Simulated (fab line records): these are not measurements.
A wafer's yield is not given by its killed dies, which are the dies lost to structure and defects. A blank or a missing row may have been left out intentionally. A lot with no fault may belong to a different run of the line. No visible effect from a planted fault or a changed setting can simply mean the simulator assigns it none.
Which tool was responsible? | flow rit cmos | 13 lots with 39 wafers sampled at 4 steps, on a route of 202 steps

== WHAT THE GAUGES SHOWED, per wafer ==
RIT_WELLDRIVE_RS_MEAS_01: measurement is done with a four-point probe.
lot  | measured    | on            | NWELL_RS (ohm/sq)
L555 | day 2 15:14 | film metro-02 | 275.7 276.3 276.2
L556 | day 2 19:01 | film metro-03 | 274.6 275.0 275.0
L557 | day 2 19:04 | film metro-04 | 275.8 275.9 275.3
L558 | day 3 02:05 | film metro-02 | 275.3 276.1 276.6
L561 | day 3 12:43 | film metro-02 | 275.3 275.5 274.6
L566 | day 4 15:16 | film metro-04 | 275.3 275.7 275.9
L567 | day 4 17:32 | film metro-03 | 275.3 275.3 275.6
L568 | day 5 00:19 | film metro-02 | 276.2 275.7 276.0
L569 | day 5 05:48 | film metro-04 | 276.2 276.5 276.9
L570 | day 5 10:54 | film metro-03 | 275.3 275.5 275.1
L572 | day 5 18:53 | film metro-02 | 276.0 275.9 275.3
L574 | day 6 06:10 | film metro-03 | 275.4 275.8 274.8
L578 | day 7 00:34 | film metro-03 | 275.0 275.3 274.7

RIT_NRETRO_OVL_MEAS_06.
lot  | measured    | on         | NRETRO_OVL (nm)
L555 | day 2 16:29 | overlay-02 | -1.3 -1.6 -1.0
L556 | day 2 20:37 | overlay-02 | -2.4 -1.6 -3.0
L557 | day 2 20:52 | overlay-01 | 0.6 1.0 1.4
L558 | day 3 03:12 | overlay-02 | -1.3 2.3 0.2
L561 | day 3 13:57 | overlay-02 | -0.4 0.5 0.5
L566 | day 4 16:23 | overlay-02 | -1.0 -2.1 -1.9
L567 | day 4 18:47 | overlay-01 | 3.1 4.4 3.7
L568 | day 5 01:32 | overlay-02 | 0.5 -0.2 0.7
L569 | day 5 07:02 | overlay-02 | -2.8 -0.6 -0.7
L570 | day 5 11:59 | overlay-01 | 0.0 0.3 0.2
L572 | day 5 19:58 | overlay-02 | -1.1 -1.5 -0.9
L574 | day 6 07:27 | overlay-02 | 1.4 1.4 0.9
L578 | day 7 01:49 | overlay-02 | 0.7 1.9 0.7

RIT_FOX2_THK_MEAS_91.
lot  | measured    | on            | FIELD_OXIDE_LEFT_2_THK (nm)
L555 | day 2 19:17 | film metro-01 | 251 251 247
L556 | day 2 23:31 | film metro-01 | 265 259 259
L557 | day 2 23:53 | film metro-03 | 260 261 258
L558 | day 3 05:51 | film metro-01 | 265 266 268
L561 | day 3 16:44 | film metro-03 | 248 242 252
L566 | day 4 19:13 | film metro-03 | 242 249 249
L567 | day 4 21:52 | film metro-01 | 255 262 263
L568 | day 5 04:22 | film metro-02 | 251 251 253
L569 | day 5 09:59 | film metro-03 | 256 257 250
L570 | day 5 14:47 | film metro-02 | 256 255 257
L572 | day 5 22:46 | film metro-01 | 257 259 257
L574 | day 6 10:15 | film metro-01 | 245 245 245
L578 | day 7 04:36 | film metro-02 | 253 251 247

== WHICH TOOL RAN EACH LOT (tool, then ch and the chambers of the sampled wafers, then the start) ==
lot  | RIT_PWELL_DEVELOP_05
L555 | litho track-04 ch 0, day 2 07:00
L556 | litho track-04 ch 0, day 2 11:00
L557 | litho track-04 ch 0, day 2 11:00
L558 | litho track-02 ch 0, day 2 20:00
L561 | litho track-03 ch 0, day 3 05:00
L566 | litho track-03 ch 0, day 4 07:00
L567 | litho track-04 ch 0, day 4 11:00
L568 | litho track-04 ch 0, day 4 18:00
L569 | litho track-03 ch 0, day 4 22:00
L570 | litho track-02 ch 0, day 5 04:00
L572 | litho track-02 ch 0, day 5 11:00
L574 | litho track-03 ch 0, day 5 23:00
L578 | litho track-03 ch 0, day 6 18:00
- RIT_PWELL_DEVELOP_05: develop time 68 s.

== AS READ BY THE TOOLS THEMSELVES (means over the sampled wafers that have a number; for cases with no such wafer, the mark the record gives instead) ==
RIT_PWELL_DEVELOP_05.
lot  | tool           | developer temp C (C) | resist line temp C (C)
L555 | litho track-04 | 23.08                | 22.94
L556 | litho track-04 | 22.97                | 22.85
L557 | litho track-04 | 22.81                | 22.96
L558 | litho track-02 | 23.02                | 23.07
L561 | litho track-03 | 22.86                | 23.15
L566 | litho track-03 | 22.99                | 22.95
L567 | litho track-04 | 24.02                | 22.94
L568 | litho track-04 | 24.01                | 22.81
L569 | litho track-03 | 23.17                | 23.02
L570 | litho track-02 | 23.02                | 23.14
L572 | litho track-02 | 22.90                | 22.86
L574 | litho track-03 | 23.08                | 23.03
L578 | litho track-03 | 22.92                | 23.03

== THE ANSWER, worked out from the rows above alone ==
Rule: the usual values come from the lots themselves. The widest of any qualifying gaps counts: lots, ordered by their means at a reading, are off when they make up no more than a third of the lots, leave a main group of 4 or more, and stand apart from it by 3 or more times the standard deviation of that group's means. Not used: any main group whose means are identical at the precision the tables above print for the reading. Also off: a lot with no number at a reading for which 4 or more lots have one. All remaining lots with rows at the step are treated as sound. First the gauges in route order, then the tools' own readings, where a lot's mean is used as printed above. The first step at which some lot is off is used, and at that step the reading that is off furthest; a lot without a number counts as furthest.
Off: L567, L568 (RIT_PWELL_DEVELOP_05, developer temp C). Main group: mean 22.98 C, sd 0.1.
A tool fits if, at that step or a process step before it, it ran every lot that is off, and no sound lot after the first of them. One fits: RIT_PWELL_DEVELOP_05 on litho track-04. Its last sound lot is L556 (day 2 11:00), its first lot that is off L567 (day 4 11:00): a fault that began between those two fits.
On the lots that are off, the tool's own readings at RIT_PWELL_DEVELOP_05 differ by more than 5 times the standard deviation of the sound lots' means, which bears it out; developer temp C reads 24.02 C there versus 22.98 C on the sound lots.

== WHAT WAS PUT IN BY THE SIMULATOR ==
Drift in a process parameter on litho track-04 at RIT_PWELL_DEVELOP_05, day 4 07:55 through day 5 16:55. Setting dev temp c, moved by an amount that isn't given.
Shown lots that were struck: L567, L568. The rule above found the same.
